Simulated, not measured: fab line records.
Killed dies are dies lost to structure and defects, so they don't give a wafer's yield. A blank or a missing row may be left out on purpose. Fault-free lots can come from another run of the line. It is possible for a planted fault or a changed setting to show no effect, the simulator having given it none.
Which tool was responsible? || flow rit cmos || Sampling: 8 lots, 24 wafers, 2 of 202 route steps

== WHAT EACH GAUGE READ, for each wafer ==
RIT_NLDD_OVL_MEAS_06.
{"lot": "L972", "measured": "day 3 05:19", "on": "overlay-01", "NLDD_OVL (nm)": "0.4 -2.2 -2.4"}
{"lot": "L975", "measured": "day 3 22:59", "on": "overlay-01", "NLDD_OVL (nm)": "-0.1 1.2 1.2"}
{"lot": "L978", "measured": "day 4 16:14", "on": "overlay-01", "NLDD_OVL (nm)": "0.4 -0.6 0.3"}
{"lot": "L981", "measured": "day 5 07:58", "on": "overlay-01", "NLDD_OVL (nm)": "-149.6 -151.2 -151.1"}
{"lot": "L987", "measured": "day 6 12:36", "on": "overlay-02", "NLDD_OVL (nm)": "-0.8 -1.3 -1.4"}
{"lot": "L989", "measured": "day 6 21:37", "on": "overlay-02", "NLDD_OVL (nm)": "-150.9 -149.3 -148.8"}
{"lot": "L991", "measured": "day 7 07:25", "on": "overlay-02", "NLDD_OVL (nm)": "1.3 2.2 0.5"}
{"lot": "L993", "measured": "day 7 18:29", "on": "overlay-02", "NLDD_OVL (nm)": "1.0 1.9 1.8"}

== WHICH TOOL RAN EACH LOT (tool, then ch and the chambers of the sampled wafers, then the start) ==
{"lot": "L972", "RIT_NLDD_EXPOSE_03": "iline stepper-02 ch 0, day 3 04:55"}
{"lot": "L975", "RIT_NLDD_EXPOSE_03": "iline stepper-02 ch 0, day 3 22:37"}
{"lot": "L978", "RIT_NLDD_EXPOSE_03": "iline stepper-01 ch 0, day 4 15:50"}
{"lot": "L981", "RIT_NLDD_EXPOSE_03": "iline stepper-02 ch 0, day 5 07:34"}
{"lot": "L987", "RIT_NLDD_EXPOSE_03": "iline stepper-01 ch 0, day 6 12:13"}
{"lot": "L989", "RIT_NLDD_EXPOSE_03": "iline stepper-02 ch 0, day 6 21:13"}
{"lot": "L991", "RIT_NLDD_EXPOSE_03": "iline stepper-01 ch 0, day 7 07:01"}
{"lot": "L993", "RIT_NLDD_EXPOSE_03": "iline stepper-01 ch 0, day 7 18:05"}
- RIT_NLDD_EXPOSE_03: exposes mask M7, target cd 40700 nm.

== THE ANSWER, worked out from the rows above alone ==
Rule: usual is defined by the lots themselves. Put in order of their means at a reading, lots are off if they are a third of the lots or fewer, leave a main group of 4 or more, and stand apart from it by a gap of 3 or more times the standard deviation of the main group's means; of several such gaps the widest counts. Not used: any main group whose means are identical at the precision the tables above print for the reading. Also off: a lot with no number at a reading for which 4 or more lots have one. All remaining lots with rows at the step are treated as sound.
Off: L981, L989, at RIT_NLDD_OVL_MEAS_06 (NLDD_OVL). The main group: mean 0.2 nm, standard deviation 1.1.
A tool fits if, at a process step before that reading, it ran every lot that is off, and no sound lot after the first of them. The gauges at RIT_NLDD_OVL_MEAS_06 are tried like those tools. One candidate fits, namely iline stepper-02 at RIT_NLDD_EXPOSE_03. Its last sound lot is L975 (day 3 22:37), its first lot that is off L981 (day 5 07:34): a fault that began between those two fits.

== WHAT THE SIMULATOR HAD INSERTED ==
Scanner matching overlay: iline stepper-02, from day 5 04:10 on, at RIT_NLDD_EXPOSE_03. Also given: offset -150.
Struck lots among those shown: L981, L989. The rule above reached the same finding.
